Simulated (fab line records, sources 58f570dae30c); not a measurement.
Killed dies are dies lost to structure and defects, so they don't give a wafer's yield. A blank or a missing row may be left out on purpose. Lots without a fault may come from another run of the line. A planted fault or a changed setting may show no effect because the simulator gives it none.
Tool commonality check | flow berkeley_cmos170 | 14 lots, 40 wafers sampled

WHY IT WAS OPENED
At UCB170_SILICIDE_RS_MEAS_02 the reading SILICIDE_TI_RS is flagged on 2 of 14 lots. Wafers without a fault read 25.9 ohm/sq, standard deviation 0.37.
Rule: a lot is flagged when every wafer of it that has a number lies more than 4 standard deviations from that mean, or none has a number. The other lots count as sound.

lot  | measured     | on            | SILICIDE_TI_RS (ohm/sq), wafer by wafer | flag
L914 | day 7 21:26  | film_metro-03 | 26.2 25.6 25.6                          |
L915 | day 7 22:16  | film_metro-01 | 26.0 26.6 26.7                          |
L913 | day 7 22:39  | film_metro-03 | 25.9 26.2 26.1                          |
L912 | day 7 23:06  | film_metro-01 | 25.7 25.6 25.9                          |
L916 | day 8 05:41  | film_metro-01 | 25.7 25.7 25.5                          |
L917 | day 8 05:41  | film_metro-04 | 26.6 26.7 26.2                          |
L919 | day 9 11:44  | film_metro-01 | 26.0 26.1 26.1                          |
L920 | day 9 11:46  | film_metro-03 | 26.0 26.2 26.3                          |
L922 | day 9 12:50  | film_metro-03 | 27.8 28.0                               | FLAGGED
L927 | day 10 01:35 | film_metro-01 | 27.4 27.7                               | FLAGGED
L923 | day 10 07:27 | film_metro-03 | 25.6 25.7 25.8                          |
L928 | day 10 08:32 | film_metro-01 | 25.5 25.8 26.0                          |
L931 | day 10 18:13 | film_metro-03 | 26.1 25.9 25.9                          |
L932 | day 11 09:14 | film_metro-03 | 25.8 25.7 25.3                          |
The numbers of the flagged lots are 27.7 ohm/sq on average: +1.8 ohm/sq against the usual, or +5 standard deviations.

WHICH TOOL RAN EACH LOT
The record holds 1 process step before the reading, out of a route of 331 steps. In each cell: the tool, then ch and the chambers that the sampled wafers went through, then the start.
lot  | flag    | UCB170_SILICIDE_SPUTTER_01
L914 |         | pvd_sputter-02, day 7 21:24
L915 |         | pvd_sputter-04, day 7 22:14
L913 |         | pvd_sputter-02, day 7 22:35
L912 |         | pvd_sputter-03, day 7 23:04
L916 |         | pvd_sputter-03, day 8 05:39
L917 |         | pvd_sputter-02, day 8 05:39
L919 |         | pvd_sputter-02, day 9 11:41
L920 |         | pvd_sputter-03, day 9 11:41
L922 | FLAGGED | pvd_sputter-03, day 9 12:43
L927 | FLAGGED | pvd_sputter-03, day 10 01:34
L923 |         | pvd_sputter-02, day 10 07:23
L928 |         | pvd_sputter-04, day 10 08:29
L931 |         | pvd_sputter-04, day 10 18:11
L932 |         | pvd_sputter-04, day 11 09:11
What these steps do:
- UCB170_SILICIDE_SPUTTER_01: material Ti, target thk 30 nm, time 25 s.
- UCB170_SILICIDE_RS_MEAS_02: measures by four-point-probe.

FLAGGED OVER TOTAL, TOOL BY TOOL (the gauges that took the reading come last)
step                       | tool           | lots run | flagged | share of the flagged lots | sound lots run after its first flagged lot
UCB170_SILICIDE_SPUTTER_01 | pvd_sputter-02 | 5        | 0       | none                      | -
UCB170_SILICIDE_SPUTTER_01 | pvd_sputter-03 | 5        | 2       | all                       | 0
UCB170_SILICIDE_SPUTTER_01 | pvd_sputter-04 | 4        | 0       | none                      | -
UCB170_SILICIDE_RS_MEAS_02 | film_metro-01  | 6        | 1       | some                      | 1 (L928)
UCB170_SILICIDE_RS_MEAS_02 | film_metro-03  | 7        | 1       | some                      | 3 (L923,L931,L932)
UCB170_SILICIDE_RS_MEAS_02 | film_metro-04  | 1        | 0       | none                      | -

WHAT THE TABLE ALLOWS
1 row of the table ran every flagged lot: pvd_sputter-03 at UCB170_SILICIDE_SPUTTER_01.
- pvd_sputter-03 at UCB170_SILICIDE_SPUTTER_01: 2 of its 5 lots flagged. Its last sound lot is L920 (day 9 11:41), its first flagged lot L922 (day 9 12:43): a fault that began between those two fits.
One tool is left: pvd_sputter-03 at UCB170_SILICIDE_SPUTTER_01.

WHAT THE SIMULATOR HAD PUT IN
Process parameter drift: pvd_sputter-03, from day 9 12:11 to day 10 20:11, at UCB170_SILICIDE_SPUTTER_01. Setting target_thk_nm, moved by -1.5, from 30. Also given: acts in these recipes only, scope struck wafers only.
Lots struck among those shown: L922, L927. The rule above found the same.
